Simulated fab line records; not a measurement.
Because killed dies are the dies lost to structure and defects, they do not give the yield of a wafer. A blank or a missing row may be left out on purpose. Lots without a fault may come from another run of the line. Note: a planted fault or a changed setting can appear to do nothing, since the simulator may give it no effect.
fab line records	flow berkeley-cmos170
[record] lots = 14	wafers = 42	last-day = 12
route steps=331 shown NWELL@16 PFIELD@88 SCREENOX@102 GATE@125 FIELD@126
lots untouched by any fault: they come from a run of this same line in which no faults occurred
start-h: start of the lot's first displayed wafer, in hours after the record's first day	wait-h: hours since the lot's step before	" identical to the entry in the row above	L1.1+2: several wafers, shown together as one row	- value missing, or start not given	* or withheld: withheld	< > ~ a bound
route shown NAME@n: NAME is a module with steps in the file, n the number in the route of the first one	usual: mean/standard deviation of fault-free wafers	same: alike in all rows	chamber/n: place in a boat	sites: each site's reading	_std_site: how widely they spread, as a standard deviation	_edge_site: the outer-site mean with the inner-site mean subtracted	radius-mm: for every site, how far away it sits from the centre of the wafer	mask NAME#n: copy n	behind: tool/chamber where the wafer was last shaped	hold: what put the lot on hold/how long, in hours/how the hold closed	device: which transistor (n, p or np) failed to switch	end of line: the tests these same wafers got at the end of their route	for a step that has no rows: nothing shown but its recipe	killed: dies lost to structure and defects at the first sort, not the wafer's yield	map: dies across one wafer; x = killed, . = not, _ = none there
set.NAME: setting as actually run; set.NAME@STEP: the setting as run at that earlier step	model.NAME: the simulator's own value behind a step, which no gauge read
steps of the route over a sample of lots; a table a step, a row a wafer
services: a tool's chamber out of use, with start hour (start-h, from the record's first day; less than 0 if before it), hours out, and reason
[[steps]]
[step UCB170_NWELL_THK_MEAS_02]
[recipe] reads = SiO2_of_NWELL_OXIDATION_01
[usual] NWELL_OXIDE_THK = 26.6/0.39
lot.wafer	tool	chamber	start-h	wait-h	NWELL_OXIDE_THK[nm]
L650.1	film-metro-02	-	58.19	0.0	26.6
L650.3	"	-	"	"	26.5
L650.6	"	-	"	"	26.3
L653.2	film-metro-02	-	65.38	0.0	27.4
L653.3	"	-	"	"	27.0
L653.5	"	-	"	"	26.9
L654.1	film-metro-03	-	71.24	0.0	25.8
L654.2	"	-	"	"	26.2
L654.3	"	-	"	"	26.0
L655.2	film-metro-01	-	78.34	0.0	27.1
L655.4	"	-	"	"	27.0
L655.6	"	-	"	"	26.6
L656.3	film-metro-03	-	78.35	0.0	27.4
L656.5	"	-	"	"	27.5
L656.6	"	-	"	"	27.5
L657.2	film-metro-01	-	90.56	0.0	26.8
L657.4	"	-	"	"	27.0
L657.6	"	-	"	"	26.8
L659.2	film-metro-02	-	96.57	0.0	26.8
L659.4	"	-	"	"	26.1
L659.5	"	-	"	"	26.1
L660.3	film-metro-02	-	96.64	0.1	26.4
L660.5	"	-	"	"	26.7
L660.6	"	-	"	"	26.6
L661.1	film-metro-01	-	96.67	0.1	26.7
L661.2	"	-	"	"	27.0
L661.5	"	-	"	"	26.7
L664.2	film-metro-03	-	109.48	0.0	26.8
L664.4	"	-	"	"	26.6
L664.5	"	-	"	"	26.7
L666.2	film-metro-02	-	123.84	0.0	26.4
L666.3	"	-	"	"	26.6
L666.5	"	-	"	"	26.1
L667.1	film-metro-03	-	126.84	0.0	26.8
L667.2	"	-	"	"	26.6
L667.5	"	-	"	"	26.2
L668.1	film-metro-03	-	132.48	0.0	27.2
L668.2	"	-	"	"	26.7
L668.6	"	-	"	"	27.0
L669.2	film-metro-01	-	137.07	0.0	26.3
L669.3	"	-	"	"	27.3
L669.6	"	-	"	"	26.4
[step UCB170_PFIELD_TW_MEAS_09]
[usual] PFIELD_TW = 594/11
lot.wafer	tool	chamber	start-h	wait-h	PFIELD_TW
L650.1	film-metro-03	-	117.43	0.1	584
L650.3	"	-	"	"	583
L650.6	"	-	"	"	583
L654.1	film-metro-03	-	131.02	0.1	587
L654.2	"	-	"	"	587
L654.3	"	-	"	"	589
L653.2	film-metro-02	-	131.30	0.1	601
L653.3	"	-	"	"	598
L653.5	"	-	"	"	601
L655.2	film-metro-03	-	135.13	0.1	587
L655.4	"	-	"	"	585
L655.6	"	-	"	"	590
L656.3	film-metro-03	-	135.58	0.1	588
L656.5	"	-	"	"	591
L656.6	"	-	"	"	587
L659.2	film-metro-03	-	145.81	0.1	585
L659.4	"	-	"	"	585
L659.5	"	-	"	"	582
L661.1	film-metro-01	-	146.15	0.1	604
L661.2	"	-	"	"	611
L661.5	"	-	"	"	608
L660.3	film-metro-01	-	146.79	0.1	608
L660.5	"	-	"	"	607
L660.6	"	-	"	"	605
L657.2	film-metro-01	-	151.68	0.1	607
L657.4	"	-	"	"	608
L657.6	"	-	"	"	605
L664.2	film-metro-01	-	166.65	0.1	605
L664.4	"	-	"	"	607
L664.5	"	-	"	"	606
L666.2	film-metro-03	-	174.53	0.1	577
L666.3	"	-	"	"	580
L666.5	"	-	"	"	581
L667.1	film-metro-03	-	184.33	0.1	580
L667.2	"	-	"	"	582
L667.5	"	-	"	"	581
L668.1	film-metro-01	-	195.68	0.1	604
L668.2	"	-	"	"	605
L668.6	"	-	"	"	607
L669.2	film-metro-02	-	203.82	0.1	601
L669.3	"	-	"	"	601
L669.6	"	-	"	"	601
[step UCB170_SCREENOX_THK_MEAS_02]
[recipe] reads = SiO2_of_SCREENOX_OXIDATION_01
[usual] SCREENOX_OXIDE_THK = 14.40/0.21
lot.wafer	tool	chamber	start-h	wait-h	SCREENOX_OXIDE_THK[nm]
L650.1	film-metro-02	-	133.36	0.0	14.51
L650.3	"	-	"	"	14.54
L650.6	"	-	"	"	14.51
L654.1	film-metro-01	-	153.25	0.0	13.94
L654.2	"	-	"	"	14.47
L654.3	"	-	"	"	14.38
L653.2	film-metro-04	-	153.25	0.0	14.69
L653.3	"	-	"	"	14.68
L653.5	"	-	"	"	14.72
L655.2	film-metro-01	-	154.92	0.0	14.26
L655.4	"	-	"	"	14.28
L655.6	"	-	"	"	14.10
L656.3	film-metro-04	-	154.93	0.0	14.58
L656.5	"	-	"	"	14.55
L656.6	"	-	"	"	14.78
L661.1	film-metro-04	-	169.55	0.0	14.24
L661.2	"	-	"	"	14.01
L661.5	"	-	"	"	14.20
L660.3	film-metro-01	-	169.57	0.0	14.43
L660.5	"	-	"	"	14.17
L660.6	"	-	"	"	14.23
L659.2	film-metro-04	-	169.62	0.1	14.40
L659.4	"	-	"	"	14.36
L659.5	"	-	"	"	14.19
L657.2	film-metro-01	-	178.22	0.0	14.14
L657.4	"	-	"	"	14.07
L657.6	"	-	"	"	14.35
L664.2	film-metro-02	-	191.92	0.0	14.56
L664.4	"	-	"	"	14.55
L664.5	"	-	"	"	14.72
L667.1	film-metro-02	-	210.73	0.0	14.59
L667.2	"	-	"	"	14.32
L667.5	"	-	"	"	14.51
L666.2	film-metro-04	-	210.74	0.0	14.33
L666.3	"	-	"	"	14.40
L666.5	"	-	"	"	14.53
L668.1	film-metro-02	-	219.18	0.0	14.07
L668.2	"	-	"	"	14.23
L668.6	"	-	"	"	14.18
L669.2	film-metro-01	-	227.73	0.0	14.46
L669.3	"	-	"	"	14.18
L669.6	"	-	"	"	14.41
[step UCB170_GATE_WET_ETCH_00]
[recipe] chemistry = dHF	dilution = 25:1	target = SiO2	temp-c = 25	time-s = 200
[usual] bath-heat-duty-pct = 6.3/0.77	run-length-s = 230/3.8
lot.wafer	tool	chamber	start-h	wait-h	bath-heat-duty-pct	run-length-s
L650.1	wet-bench-03	0	143.85	0.3	5.9	226
L650.3	"	0	"	"	6.4	226
L650.6	"	0	"	"	6.0	226
L654.1	wet-bench-03	2	164.25	0.2	6.2	233
L654.2	"	2	"	"	7.3	233
L654.3	"	2	"	"	6.2	233
L656.3	wet-bench-03	2	165.08	0.3	6.1	233
L656.5	"	2	"	"	6.0	233
L656.6	"	2	"	"	6.9	233
L653.2	wet-bench-03	1	165.91	0.3	5.9	233
L653.3	"	1	"	"	5.7	233
L653.5	"	1	"	"	6.0	233
L655.2	wet-bench-03	3	165.91	0.3	-	-
L655.4	"	3	"	"	-	-
L655.6	"	3	"	"	-	-
L659.2	wet-bench-03	3	177.55	0.2	-	-
L659.4	"	3	"	"	-	-
L659.5	"	3	"	"	-	-
L661.1	wet-bench-03	3	177.55	0.8	6.5	226
L661.2	"	3	"	"	5.6	226
L661.5	"	3	"	"	5.8	226
L660.3	wet-bench-03	1	178.00	0.1	5.2	224
L660.5	"	1	"	"	5.5	224
L660.6	"	1	"	"	6.4	224
L657.2	wet-bench-02	0	197.02	1.5	6.3	234
L657.4	"	0	"	"	5.8	234
L657.6	"	0	"	"	6.3	234
L664.2	wet-bench-03	3	201.95	0.2	6.3	227
L664.4	"	3	"	"	5.6	227
L664.5	"	3	"	"	5.5	227
L666.2	wet-bench-01	2	218.89	0.1	8.6	235
L666.3	"	2	"	"	8.7	235
L666.5	"	2	"	"	7.9	235
L667.1	wet-bench-01	3	219.31	0.1	5.9	234
L667.2	"	3	"	"	4.8	234
L667.5	"	3	"	"	6.3	234
L668.1	wet-bench-01	3	232.50	0.1	6.4	232
L668.2	"	3	"	"	5.6	232
L668.6	"	3	"	"	5.6	232
L669.2	wet-bench-03	0	238.14	0.9	6.0	225
L669.3	"	0	"	"	5.8	225
L669.6	"	0	"	"	5.7	225
[step UCB170_FIELD_THK_MEAS_91]
[recipe] reads = SiO2_of_FIELD_OXIDATION_01
[usual] FIELD_OXIDE_LEFT_2_THK = 354/10
lot.wafer	tool	chamber	start-h	wait-h	FIELD_OXIDE_LEFT_2_THK[nm]
L650.1	film-metro-04	-	143.91	0.0	355
L650.3	"	-	"	"	360
L650.6	"	-	"	"	360
L654.1	film-metro-01	-	164.38	0.0	366
L654.2	"	-	"	"	358
L654.3	"	-	"	"	364
L656.3	film-metro-03	-	165.23	0.0	340
L656.5	"	-	"	"	330
L656.6	"	-	"	"	332
L655.2	film-metro-03	-	166.05	0.0	394
L655.4	"	-	"	"	390
L655.6	"	-	"	"	389
L653.2	film-metro-03	-	166.11	0.1	374
L653.3	"	-	"	"	371
L653.5	"	-	"	"	365
L661.1	film-metro-03	-	177.62	0.0	351
L661.2	"	-	"	"	355
L661.5	"	-	"	"	357
L659.2	film-metro-01	-	177.63	0.0	392
L659.4	"	-	"	"	397
L659.5	"	-	"	"	409
L660.3	film-metro-04	-	178.09	0.0	350
L660.5	"	-	"	"	352
L660.6	"	-	"	"	351
L657.2	film-metro-03	-	197.10	0.0	359
L657.4	"	-	"	"	363
L657.6	"	-	"	"	357
L664.2	film-metro-01	-	202.02	0.0	365
L664.4	"	-	"	"	364
L664.5	"	-	"	"	364
L666.2	film-metro-01	-	218.97	0.0	339
L666.3	"	-	"	"	346
L666.5	"	-	"	"	336
L667.1	film-metro-01	-	219.38	0.0	343
L667.2	"	-	"	"	341
L667.5	"	-	"	"	335
L668.1	film-metro-04	-	232.57	0.0	344
L668.2	"	-	"	"	349
L668.6	"	-	"	"	343
L669.2	film-metro-01	-	238.22	0.0	352
L669.3	"	-	"	"	356
L669.6	"	-	"	"	353
[[services]]
tool	chamber	start-h	hours	kind
wet-bench-02	-	181.94	1.5	repair
wet-bench-03	-	229.16	3.5	repair
[[key]]
[first-sign] step = UCB170_GATE_WET_ETCH_00	reading = tool-record	direction = missing
[effect] step = UCB170_FIELD_THK_MEAS_91	reading = FIELD_OXIDE_LEFT_2_THK	direction = up	sigmas = 4	usual = 354	struck = 395
met-at UCB170_GATE_WET_ETCH_00
struck-lots L655,L659
later-rows-left-out L655.2,L655.4,L655.6,L659.2,L659.4,L659.5
sort-left-out L655.2,L655.4,L655.6,L659.2,L659.4,L659.5
tester-left-out L655,L659
not-acting-at UCB170_NWELL_THK_MEAS_02,UCB170_PFIELD_TW_MEAS_09,UCB170_SCREENOX_THK_MEAS_02
onset-between 165.08 165.91
[fault] kind = skipped-step-whole	tool = wet-bench-03	chamber = -	onset-h = 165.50	steps = UCB170_GATE_WET_ETCH_00	scope = struck-lots-only
// tester-left-out: of these lots the tester's yield and bins aren't shown, on N5 and GAA mostly nor the transistor test; their killed dies are dies lost to structure and defects alone, not to doping, threshold or leakage, so they don't give the yield
// sort-left-out: the simulated sort isn't trusted on such a fault, so these wafers' sort isn't shown, and their yield isn't known
// later-rows-left-out: the simulator's readings of these wafers behind a module that went badly wrong aren't trusted and aren't shown, but for the sort
